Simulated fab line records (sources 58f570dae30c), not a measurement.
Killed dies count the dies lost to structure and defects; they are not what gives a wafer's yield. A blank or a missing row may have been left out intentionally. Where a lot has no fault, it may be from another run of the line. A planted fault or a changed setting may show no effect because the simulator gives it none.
8D (eight disciplines) problem report, filled in by code :: flow berkeley_cmos170 :: the parts of the form that need people (team, actions taken, sign-off) are left out

## 1. WHAT WENT WRONG
Wafers free of any fault read 1018 (standard deviation 7.3) for PLDD_TW at UCB170_PLDD_TW_MEAS_11, against a mean of 1058 on 6 wafers of 2 lots. Measured from the usual mean, that is +5.5 standard deviations.
First observed at day 8 10:22: wafer L418.2, on film_metro-03. The record holds 42 wafers of 14 lots with a number at this step. By rule, "out" or "out of limits" means more than 4 standard deviations away from the usual mean. The rest of the wafers with a number are treated as sound.

## 2. WHAT IT IS, AND WHAT IT ISN'T
question: which readings at this step
is: PLDD_TW
is not: -

question: which lots
is: L418, L420
is not: L411, L413, L415, L417, L422, L423, L424, L425, L428, L430, L432, L433

question: which wafers of those lots
is: all that have a number
is not: -

question: read on which gauges
is: film_metro-03
is not: film_metro-01, film_metro-02

question: when
is: from day 8 10:22
is not: up to then (12 sound wafers); but 24 sound wafers of L422, L423, L424, L425, L428, L430, L432, L433 came after

## 3. WHAT RULES OUT EACH SUSPECT
Counting: a tool at any process step up to the reading remains a suspect when it ran all the lots that are out and ran no sound lot after the first of those.
- the gauge at UCB170_PLDD_TW_MEAS_11 is ruled out. All the wafers that are out were read on film_metro-03, but those of them that UCB170_PLDD_IMPLANT_08 has rows for are out there too, on other tools.
- implanter-01 at UCB170_PLDD_IMPLANT_08: kept. All lots that are out passed through it, beginning with L418 at day 8 09:58, and no sound lot followed; its final sound lot before that point was L413 at day 7 02:58. On those wafers its own readings are out: dose_ions_cm2, faraday_current_uA.
The count leaves implanter-01 at UCB170_PLDD_IMPLANT_08.

## 4. THE CAUSE (what the simulator had put in)
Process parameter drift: implanter-01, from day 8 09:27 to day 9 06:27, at UCB170_PLDD_IMPLANT_08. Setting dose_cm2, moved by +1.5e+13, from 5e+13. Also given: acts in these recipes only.
Counting left only this tool.

## 5. THE CHAIN OF EFFECTS, in route order
Each row: a reading whose mean over the struck wafers that have a number lies more than 3 standard deviations from the usual. Scope: only readings with a usual standard deviation given in the record; hours: median across lots of the time from each lot's start at the first step in this table that gives one to its start at this step; sigmas: change in usual standard deviations.
hours: 0
step: UCB170_PLDD_IMPLANT_08
reading: dose_ions_cm2
usual: 5e+13
on struck wafers: 7e+13
change: +2e+13
sigmas: +99 or more

hours: 0
step: UCB170_PLDD_IMPLANT_08
reading: faraday_current_uA
usual: 158
on struck wafers: 207
change: +49
sigmas: +12

hours: 0
step: UCB170_PLDD_TW_MEAS_11
reading: PLDD_TW
usual: 1018
on struck wafers: 1058
change: +40
sigmas: +5.5

hours: 13
step: UCB170_SDANNEAL_RS_MEAS_04
reading: PLDD_RS
usual: 1031.3 ohm/sq
on struck wafers: 924.2
change: -107.1
sigmas: -40
Process steps it contains:
- UCB170_PLDD_IMPLANT_08

## 6. HOW IT WOULD HAVE BEEN CAUGHT EARLIER
In this record the first reading out of limits at a measuring or inspecting step was taken at day 8 10:22, 1 hour after the fault began at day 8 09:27.
The tool's own readings at UCB170_PLDD_IMPLANT_08 were out on every struck wafer that the step has a row for (dose_ions_cm2, faraday_current_uA): an alarm limit on them would have fired on the first of those.
Lots out: 2; of these, L420 started UCB170_PLDD_IMPLANT_08 on implanter-01 after day 8 10:22. It would have been spared by a hold on the tool at that moment.
